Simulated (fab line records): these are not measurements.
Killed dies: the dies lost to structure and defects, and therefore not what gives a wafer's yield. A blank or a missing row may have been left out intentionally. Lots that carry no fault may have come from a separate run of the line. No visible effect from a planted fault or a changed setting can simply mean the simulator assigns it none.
What tool caused it? ; flow berkeley cmos170 ; Sampling: 14 lots, 42 wafers, 4 of 331 route steps

## WHAT EACH GAUGE READ, for each wafer
UCB170_NWELL_THK_MEAS_05.
lot;measured;on;NWELL_NITRIDE_THK (nm)
L679;day 2 17:31;film metro-04;226.2 226.1 228.7
L680;day 2 17:31;film metro-03;225.4 224.5 225.3
L681;day 2 23:49;film metro-04;221.4 221.2 221.1
L682;day 2 23:49;film metro-01;226.1 224.5 223.9
L684;day 3 16:48;film metro-04;225.8 225.1 224.0
L685;day 3 16:50;film metro-03;227.0 224.7 225.5
L687;day 4 07:53;film metro-01;226.5 225.4 226.2
L688;day 4 07:54;film metro-03;219.9 222.2 219.8
L689;day 4 14:53;film metro-01;228.3 228.6 226.9
L690;day 4 22:58;film metro-01;226.8 224.6 225.8
L691;day 4 22:57;film metro-03;224.7 225.3 224.7
L693;day 5 06:51;film metro-01;193.2 194.7 194.5
L694;day 5 19:25;film metro-04;195.4 193.6 194.0
L701;day 7 04:15;film metro-01;220.6 221.8 221.2

UCB170_V1_OVL_MEAS_13.
lot;measured;on;V1_OVL (nm)
L679;day 8 21:26;overlay-01;10 6 8
L680;day 8 21:22;overlay-02;10 11 8
L681;day 8 22:20;overlay-01;6 2 5
L682;day 8 21:39;overlay-01;13 -4 0
L684;day 9 20:44;overlay-02;-6 3 -9
L685;day 9 19:38;overlay-01;17 16 5
L687;day 10 12:37;overlay-01;0 16 -4
L688;day 10 14:12;overlay-02;-10 -9 6
L689;day 10 14:28;overlay-02;-7 -5 -5
L690;day 10 23:58;overlay-01;6 4 6
L691;day 10 14:09;overlay-02;8 1 -1
L693;day 10 23:54;overlay-02;-10 -14 0
L694;day 12 02:03;overlay-01;3 1 9
L701;day 13 08:10;overlay-01;19 9 11

## EACH LOT AND THE TOOL THAT RAN IT (in order: tool; ch and the chambers of the sampled wafers; start)
lot;UCB170_NWELL_CVD_04;UCB170_NWELL_ETCH_13
L679;lpcvd-02 ch 1, day 2 15:35;rie diel-01 ch 0,1,3, day 2 19:11
L680;lpcvd-02 ch 0, day 2 15:35;rie diel-03 ch 0,2,3, day 2 19:11
L681;lpcvd-02 ch 0, day 2 21:51;rie diel-01 ch 1,2,3, day 3 00:59
L682;lpcvd-02 ch 0, day 2 21:51;rie diel-03 ch 0,1, day 3 01:10
L684;lpcvd-01 ch 0, day 3 14:52;rie diel-03 ch 0,2,3, day 3 19:03
L685;lpcvd-01 ch 0, day 3 14:52;rie diel-02 ch 0,1,2, day 3 18:46
L687;lpcvd-02 ch 1, day 4 04:59;rie diel-01 ch 0,3, day 4 09:31
L688;lpcvd-02 ch 1, day 4 04:59;rie diel-03 ch 0,1, day 4 09:33
L689;lpcvd-01 ch 1, day 4 12:57;rie diel-01 ch 0,3, day 4 17:16
L690;lpcvd-01 ch 1, day 4 21:01;rie diel-03 ch 2,3, day 5 00:37
L691;lpcvd-01 ch 1, day 4 21:01;rie diel-02 ch 1,3, day 5 00:52
L693;lpcvd-01 ch 0, day 5 04:55;rie diel-03 ch 0,1,3, day 5 09:29
L694;lpcvd-01 ch 0, day 5 16:31;rie diel-01 ch 0,2, day 5 20:59
L701;lpcvd-02 ch 1, day 7 02:19;rie diel-03 ch 0,1, day 7 05:19
- UCB170_NWELL_CVD_04: deposits Si3N4 from SiH2Cl2/NH3, target thk 224 nm, time 3360 s.
- UCB170_NWELL_ETCH_13: etches Si3N4 in CH3F/Ar/O2, stops on SiO2, target depth 246.4 nm, time 154 s.

## AS READ BY THE TOOLS THEMSELVES (means over the sampled wafers that have a number; for cases with no such wafer, the mark the record gives instead)
UCB170_NWELL_CVD_04.
lot;tool;pressure mtorr (mTorr)
L679;lpcvd-02;199.7
L680;lpcvd-02;200.1
L681;lpcvd-02;199.7
L682;lpcvd-02;200.0
L684;lpcvd-01;200.0
L685;lpcvd-01;199.9
L687;lpcvd-02;199.5
L688;lpcvd-02;200.4
L689;lpcvd-01;199.9
L690;lpcvd-01;199.7
L691;lpcvd-01;200.4
L693;lpcvd-01;199.9
L694;lpcvd-01;199.9
L701;lpcvd-02;199.5

UCB170_NWELL_ETCH_13.
lot;tool;O2_flow_sccm (sccm);drypump motor current A (A);mfc ar sccm (sccm);oes product au (a.u.);throttle valve pct (%)
L679;rie diel-01;6.996;5.63;50.01;0.935;7.98
L680;rie diel-03;7.001;5.87;50.14;0.920;8.00
L681;rie diel-01;7.000;5.85;50.05;0.926;7.99
L682;rie diel-03;6.989;5.69;49.85;0.945;8.21
L684;rie diel-03;6.974;5.86;49.93;0.925;8.00
L685;rie diel-02;7.014;5.79;49.88;0.940;8.21
L687;rie diel-01;6.975;5.42;49.94;0.927;7.99
L688;rie diel-03;7.012;5.68;49.96;0.933;8.20
L689;rie diel-01;6.989;5.48;49.97;0.931;8.07
L690;rie diel-03;7.016;6.00;50.04;0.928;7.91
L691;rie diel-02;7.005;6.13;49.95;0.946;8.12
L693;rie diel-03;6.994;5.71;49.89;0.856;8.10
L694;rie diel-01;7.001;5.58;50.06;0.856;7.93
L701;rie diel-03;6.991;5.70;50.03;0.932;8.21

## THE ANSWER, worked out from the rows above alone
Rule: the lots themselves supply what counts as usual. The widest of any qualifying gaps counts: lots, ordered by their means at a reading, are off when they make up no more than a third of the lots, leave a main group of 4 or more, and stand apart from it by 3 or more times the standard deviation of that group's means. A main group whose means are all the same, to the digits that the tables above print for the reading, isn't used. Also off: a lot with no number at a reading for which 4 or more lots have one. Any other lot the step has rows for is counted as sound. The gauges are gone through in route order, then the tools' own readings, and for those a lot's mean is taken as printed above. The first step at which some lot is off is used, and at that step the reading that is off furthest; a lot without a number counts as furthest.
Off: L693, L694, at UCB170_NWELL_THK_MEAS_05 (NWELL_NITRIDE_THK). Mean 224.6 nm and standard deviation 2.2 in the main group.
If a tool, at a process step before that reading, ran all the lots that are off and no sound lot after the first of them, it fits. Not tried: the gauges at UCB170_NWELL_THK_MEAS_05; whatever is off there is also off at UCB170_NWELL_ETCH_13, on other tools, and gauge error can't account for it. One candidate fits, namely lpcvd-01 at UCB170_NWELL_CVD_04. Its last sound lot is L690 (day 4 21:01), its first lot that is off L693 (day 5 04:55): a fault that began between those two fits.

## WHAT WAS PUT IN BY THE SIMULATOR
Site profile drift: lpcvd-01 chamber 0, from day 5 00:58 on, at UCB170_NWELL_CVD_04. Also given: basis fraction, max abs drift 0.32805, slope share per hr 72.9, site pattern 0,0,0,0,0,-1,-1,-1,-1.
Shown lots that were struck: L693, L694. The rule above reached the same finding.
